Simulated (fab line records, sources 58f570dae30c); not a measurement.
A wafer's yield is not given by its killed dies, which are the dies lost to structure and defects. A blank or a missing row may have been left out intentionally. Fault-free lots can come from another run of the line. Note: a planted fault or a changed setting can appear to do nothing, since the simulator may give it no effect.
Which tool is to blame? :: flow berkeley cmos170 :: route of 331 steps, sampled at 1 step: 7 lots, 21 wafers

== WHAT EACH GAUGE READ, for each wafer ==
UCB170_V1_THK_MEAS_01.
lot: L824
measured: day 7 06:35
on: film metro-03
V1_TEOS_THK (nm): 1989 1998 1988

lot: L828
measured: day 8 00:05
on: film metro-01
V1_TEOS_THK (nm): 1935 1951 1980

lot: L837
measured: day 10 07:06
on: film metro-03
V1_TEOS_THK (nm): 1979 1999 1999

lot: L840
measured: day 11 06:53
on: film metro-04
V1_TEOS_THK (nm): 2012 2011 2039

lot: L842
measured: day 11 13:43
on: film metro-03
V1_TEOS_THK (nm): 2020 2041 2056

lot: L844
measured: day 12 02:22
on: film metro-04
V1_TEOS_THK (nm): 1992 2024 2023

lot: L846
measured: day 13 01:54
on: film metro-03
V1_TEOS_THK (nm): 2036 2028 2046

== EACH LOT AND THE TOOL THAT RAN IT (in order: tool; ch and the chambers of the sampled wafers; start) ==
Record: no process step prior to these readings.

== THE ANSWER, worked out from the rows above alone ==
Rule: the lots themselves supply what counts as usual. Put in order of their means at a reading, lots are off if they are a third of the lots or fewer, leave a main group of 4 or more, and stand apart from it by a gap of 3 or more times the standard deviation of the main group's means; of several such gaps the widest counts. A main group whose means are all the same, to the digits that the tables above print for the reading, isn't used. Also off: a lot with no number at a reading for which 4 or more lots have one. Any other lot the step has rows for is counted as sound.
None of the lots is off at any reading shown; this tells nothing.

== WHAT HAD BEEN PUT IN BY THE SIMULATOR ==
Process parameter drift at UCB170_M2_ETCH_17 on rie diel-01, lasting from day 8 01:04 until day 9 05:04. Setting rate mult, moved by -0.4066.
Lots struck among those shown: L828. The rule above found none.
